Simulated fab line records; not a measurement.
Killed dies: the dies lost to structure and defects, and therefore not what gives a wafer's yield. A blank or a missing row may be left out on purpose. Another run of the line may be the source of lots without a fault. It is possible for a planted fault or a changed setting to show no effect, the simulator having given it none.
Which tool is to blame?	flow berkeley-cmos170	Sampling: 7 lots, 21 wafers, 4 of 331 route steps

WHAT EACH GAUGE READ, for each wafer
UCB170_V1_THK_MEAS_01.
lot	measured	on	V1_TEOS_THK (nm)
L380	day 8 00:59	film-metro-03	1993 2060 2060
L382	day 8 00:50	film-metro-03	1974 1985 2049
L384	day 8 13:25	film-metro-04	1988 1964 2000
L385	day 9 02:26	film-metro-04	1963 1983 2025
L395	day 10 21:04	film-metro-04	2023 1986 2034
L396	day 10 21:03	film-metro-01	1960 1964 1994
L399	day 12 00:58	film-metro-04	2015 2025 2008

WHICH TOOL RAN EACH LOT (tool, then ch and the chambers of the sampled wafers, then the start)
lot	UCB170_PFIELD_DEVELOP_05	UCB170_PVT_STRIP_08	UCB170_PSD_STRIP_09
L380	litho-track-03 ch 0, day 4 21:00	plasma-asher-02 ch 0,1, day 6 06:35	plasma-asher-03 ch 0,1, day 7 07:39
L382	litho-track-04 ch 0, day 5 01:00	plasma-asher-01 ch 0,1, day 6 06:31	plasma-asher-01 ch 0,1, day 7 07:55
L384	litho-track-04, day 5 09:00	plasma-asher-01 ch 0,1, day 6 18:46	plasma-asher-02 ch 1, day 7 19:38
L385	litho-track-04, day 6 01:00	plasma-asher-03 ch 0,1, day 7 09:10	plasma-asher-02 ch 0,1, day 8 09:05
L395	litho-track-03 ch 0, day 7 21:00	plasma-asher-03 ch 1, day 9 06:41	plasma-asher-03 ch 0,1, day 10 03:26
L396	litho-track-04 ch 0, day 8 03:00	plasma-asher-02 ch 0,1, day 9 13:00	plasma-asher-01 ch 0,1, day 10 09:00
L399	litho-track-01 ch 0, day 9 00:00	plasma-asher-01 ch 0,1, day 10 07:01	plasma-asher-01 ch 0,1, day 11 06:07
- UCB170_PFIELD_DEVELOP_05: develop time 45 s.
- UCB170_PVT_STRIP_08: strips in O2.
- UCB170_PSD_STRIP_09: strips in O2.

THE ANSWER, worked out from the rows above alone
Rule: usual is defined by the lots themselves. Put in order of their means at a reading, lots are off if they are a third of the lots or fewer, leave a main group of 4 or more, and stand apart from it by a gap of 3 or more times the standard deviation of the main group's means; of several such gaps the widest counts. If all means in a main group match to the digits the tables above print for the reading, that group is not used. A lot without any number at a reading at which 4 lots or more have one is off too. Any other lot the step has rows for is counted as sound.
No lot is off on any of the readings shown, so nothing can be concluded from this.

WHAT THE SIMULATOR PUT IN
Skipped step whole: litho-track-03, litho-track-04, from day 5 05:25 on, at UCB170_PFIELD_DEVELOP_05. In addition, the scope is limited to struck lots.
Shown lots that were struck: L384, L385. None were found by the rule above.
